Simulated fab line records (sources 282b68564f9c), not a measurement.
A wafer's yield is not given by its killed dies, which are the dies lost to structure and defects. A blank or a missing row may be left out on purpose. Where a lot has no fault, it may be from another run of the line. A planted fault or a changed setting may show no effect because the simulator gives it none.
A struck lot beside a sound one    flow rit_cmos    43 out of 202 route steps
Sound: these wafers, L106.2, L106.4, L106.5. Struck: wafers L996.2, L996.3, L996.5. At the end, the cause is stated.
Per side, at each step with rows, come the tool, then ch with its chambers, and then its first start. Under that, the readings that differ: sound wafers    struck wafers    difference of the means    sigmas: that difference in standard deviations of wafers without a fault.
alike: readings whose means differ by less than 2 such deviations, and words and numbers that are the same on both sides. not compared: withheld readings, readings that some wafer has no value for, bounds like >300 that may hide the same value, and numbers for which the record gives no deviation and whose values overlap.
Wherever a step has rows on one side only, a row that says differs or no value, or a row with sigmas, the two part there. Numbers that have no deviation but don't overlap get no sigmas and don't part them. A reading missing from all wafers of one side parts the sides only when that side holds two or more wafers.

first, 4 steps without rows for these wafers: RIT_PLDD_SOFTBAKE_02 (time 60 s); RIT_PLDD_EXPOSE_03 (exposes mask M8, target cd 40900 nm); RIT_PLDD_PEB_04; RIT_PLDD_DEVELOP_05 (develop time 50 s).
RIT_PLDD_OVL_MEAS_06:
  sound on overlay-02, day 6 17:30; struck on overlay-01, day 4 15:57
  alike: PLDD_OVL
then, 2 steps without rows for these wafers: RIT_PLDD_HARDBAKE_07 (time 60 s); RIT_PLDD_IMPLANT_08.
RIT_PLDD_STRIP_09: strips in O2, time 180 s.
  sound on plasma_asher-03 ch 0,1, day 6 17:50; struck on plasma_asher-02 ch 0, day 4 16:17
  alike: drypump_motor_current_A, rf_refl_power_W
  not compared: rf_hours_counter_h
RIT_PLDD_TW_MEAS_10:
  sound on film_metro-03, day 6 18:01; struck on film_metro-02, day 4 16:28
  alike: PLDD_TW
then, 3 steps without rows for these wafers: RIT_SPACER_CLEAN_00 (cleans in SC1, time 600 s); RIT_SPACER_CLEAN_01 (cleans in dHF, time 30 s); RIT_SPACER_CLEAN_02 (cleans in SC2, time 600 s).
RIT_SPACER_CVD_03: deposits Si3N4 from SiH2Cl2/NH3, target thk 250 nm, time 3300 s.
  sound on lpcvd-01 ch 0, day 6 18:32; struck on lpcvd-02 ch 0, day 4 16:53
reading                                   sound              struck             difference  sigmas
model.Si3N4_of_SPACER_CVD_03.thk_nm (nm)  244.7 244.4 244.1  168.4 169.8 169.3  -75.2       
  alike: sih2cl2_flow_sccm
RIT_SPACER_THK_MEAS_04:
  sound on film_metro-01, day 6 20:28; struck on film_metro-03, day 4 18:49
reading                  sound              struck             difference  sigmas
SPACER_NITRIDE_THK (nm)  244.5 244.6 244.1  168.2 169.7 169.4  -75.3       -25
RIT_SPACER_ETCHBACK_05: etches Si3N4 in SF6/CHF3, stops on SiO2, target depth 250 nm, time 240 s.
  sound on rie_diel-03 ch 0,1,2, day 6 20:31; struck on rie_diel-04 ch 0,2, day 4 18:52
reading                   sound              struck             difference  sigmas
oes_product_au (a.u.)     0.830 0.813 0.842  0.653 0.630 0.650  -0.184      -13
model.etch.depth_nm (nm)  244.7 244.4 244.1  168.4 169.8 169.3  -75.2       
  alike: drypump_motor_current_A, throttle_valve_pct
  not compared: rf_hours_counter_h
then, 6 steps without rows for these wafers: RIT_NSD_HMDS_00 (prime time 60 s); RIT_NSD_COAT_01 (resist thk 1000 nm); RIT_NSD_SOFTBAKE_02 (time 60 s); RIT_NSD_EXPOSE_03 (exposes mask M9, target cd 40700 nm); RIT_NSD_PEB_04; RIT_NSD_DEVELOP_05 (develop time 50 s).
RIT_NSD_OVL_MEAS_06:
  sound on overlay-01, day 6 21:31; struck on overlay-01, day 4 19:52
  alike: NSD_OVL
then, 2 steps without rows for these wafers: RIT_NSD_HARDBAKE_07 (time 60 s); RIT_NSD_IMPLANT_08.
RIT_NSD_STRIP_09: strips in O2, time 180 s.
  sound on plasma_asher-01 ch 0,1, day 6 21:50; struck on plasma_asher-03 ch 1, day 4 20:11
  alike: drypump_motor_current_A, rf_refl_power_W
  not compared: rf_hours_counter_h
RIT_NSD_TW_MEAS_10:
  sound on film_metro-02, day 6 22:02; struck on film_metro-02, day 4 20:23
  alike: NSD_TW
then, 6 steps without rows for these wafers: RIT_PSD_HMDS_00 (prime time 60 s); RIT_PSD_COAT_01 (resist thk 1000 nm); RIT_PSD_SOFTBAKE_02 (time 60 s); RIT_PSD_EXPOSE_03 (exposes mask M10, target cd 40900 nm); RIT_PSD_PEB_04; RIT_PSD_DEVELOP_05 (develop time 50 s).
RIT_PSD_OVL_MEAS_06:
  sound on overlay-01, day 6 23:04; struck on overlay-02, day 4 21:17
  alike: PSD_OVL
then, 2 steps without rows for these wafers: RIT_PSD_HARDBAKE_07 (time 60 s); RIT_PSD_IMPLANT_08.
RIT_PSD_STRIP_09: strips in O2, time 180 s.
  sound on plasma_asher-04 ch 1, day 6 23:23; struck on plasma_asher-02 ch 0,1, day 4 21:37
reading                      sound        struck       difference  sigmas
drypump_motor_current_A (A)  6.1 6.1 6.1  5.1 5.2 5.3  -0.9        -2
  alike: rf_refl_power_W
  not compared: rf_hours_counter_h
RIT_PSD_TW_MEAS_10:
  sound on film_metro-01, day 6 23:34; struck on film_metro-03, day 4 21:48
  alike: PSD_TW
then, 3 steps without rows for these wafers: RIT_SDANNEAL_CLEAN_00 (cleans in SC1, time 600 s); RIT_SDANNEAL_CLEAN_01 (cleans in dHF, time 30 s); RIT_SDANNEAL_CLEAN_02 (cleans in SC2, time 600 s).
RIT_SDANNEAL_RTA_03: time 5 s.
  sound on rtp_anneal-02 ch 0, day 7 00:01; struck on rtp_anneal-02 ch 0, day 4 22:13
  alike: wafer_temp_C_max
RIT_SDANNEAL_RS_MEAS_04: measurement is done with a four-point probe.
  sound on film_metro-03, day 7 00:05; struck on film_metro-02, day 4 22:17
reading          sound                 struck                difference  sigmas
PSD_RS (ohm/sq)  115.47 115.22 115.32  115.92 116.01 116.55  +0.82       +3
RIT_SILICIDE_WET_ETCH_00: etches SiO2 in BOE, target depth 14 nm, time 15 s.
  sound on wet_bench-04 ch 0, day 7 00:32; struck on wet_bench-01 ch 0, day 4 22:45
reading                                   sound              struck             difference  sigmas
model.Si3N4_of_SPACER_CVD_03.thk_nm (nm)  191.8 191.2 190.8  131.1 132.2 131.8  -59.6       

WHERE THEY PART
At RIT_SPACER_THK_MEAS_04 first; at RIT_SDANNEAL_RS_MEAS_04 last (within this record only).

WHY: whatever the simulator had introduced
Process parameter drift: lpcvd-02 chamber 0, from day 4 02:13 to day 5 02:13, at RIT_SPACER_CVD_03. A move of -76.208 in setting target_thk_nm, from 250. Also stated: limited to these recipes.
